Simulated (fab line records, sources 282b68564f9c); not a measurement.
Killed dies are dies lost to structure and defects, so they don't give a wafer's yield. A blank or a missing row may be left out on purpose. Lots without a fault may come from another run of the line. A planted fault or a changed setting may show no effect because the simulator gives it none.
One fault seen from 2 desks | flow rit_cmos | each desk has only its own numbers; what lay behind them comes last

THE TOOL OWNER'S DESK: iline_stepper-01
The tool's own readings at RIT_CONTACT_EXPOSE_05 (exposes mask M11, target cd 1000 nm): means of the sampled wafers that have a number, for each lot that ran on this tool. A lot is out of limits, marked OUT, if its mean lies more than 4 standard deviations from the usual mean; the brackets give that distance.
Columns: A = exposure_dose_mJ_cm2 at RIT_CONTACT_EXPOSE_05, usual 249.87
lot  | first seen here | A
L236 | day 4 03:25     | 250.02
L237 | day 4 06:07     | 249.95
L240 | day 5 01:44     | 249.72
L247 | day 6 10:55     | 249.84
L250 | day 6 22:31     | 249.72
L251 | day 7 02:58     | 250.18
This desk's finding: nothing out of limits on any of the 6 lots.

THE METROLOGY DESK
What the gauges read, lot by lot, whatever tool the lot ran on: means of the sampled wafers that have a number. A lot is out of limits, marked OUT, if its mean lies more than 4 standard deviations from the usual mean; the brackets give that distance.
Columns: A = CONTACT_OVL at RIT_CONTACT_OVL_MEAS_09, usual -0.7 nm
lot  | first seen here | A
L232 | day 3 05:42     | 0.8
L234 | day 3 13:07     | -1.3
L235 | day 3 20:26     | -2.2
L236 | day 4 04:03     | -0.5
L237 | day 4 06:44     | -1.7
L239 | day 4 15:41     | -1.3
L240 | day 5 02:23     | 0.4
L241 | day 5 10:22     | 1.2
L243 | day 5 17:59     | 0.3
L244 | day 5 18:25     | -1.3
L247 | day 6 11:32     | -1.6
L250 | day 6 23:10     | 239.2 (+99 or more) OUT
L251 | day 7 03:47     | 239.5 (+99 or more) OUT
L253 | day 7 12:51     | -2.6
This desk's finding: out of limits on L250, L251; first on L250, day 6 23:10 (CONTACT_OVL at RIT_CONTACT_OVL_MEAS_09). In limits: L232, L234, L235, L236, L237, L239, L240, L241, L243, L244, L247, L253.

PUT TOGETHER
The metrology desk could have raised an alarm at day 6 23:10, on L250, L251.
The tool owner's desk saw nothing out of limits.
The tool owner's desk has L250, L251 on record, within its limits.
Of the lots named, all ran RIT_CONTACT_EXPOSE_05 on iline_stepper-01.

WHAT THE SIMULATOR HAD PUT IN
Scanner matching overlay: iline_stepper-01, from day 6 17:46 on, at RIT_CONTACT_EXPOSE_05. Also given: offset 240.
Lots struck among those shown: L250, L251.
Hours from the fault's start to each desk's first reading out of limits: the metrology desk, 5.
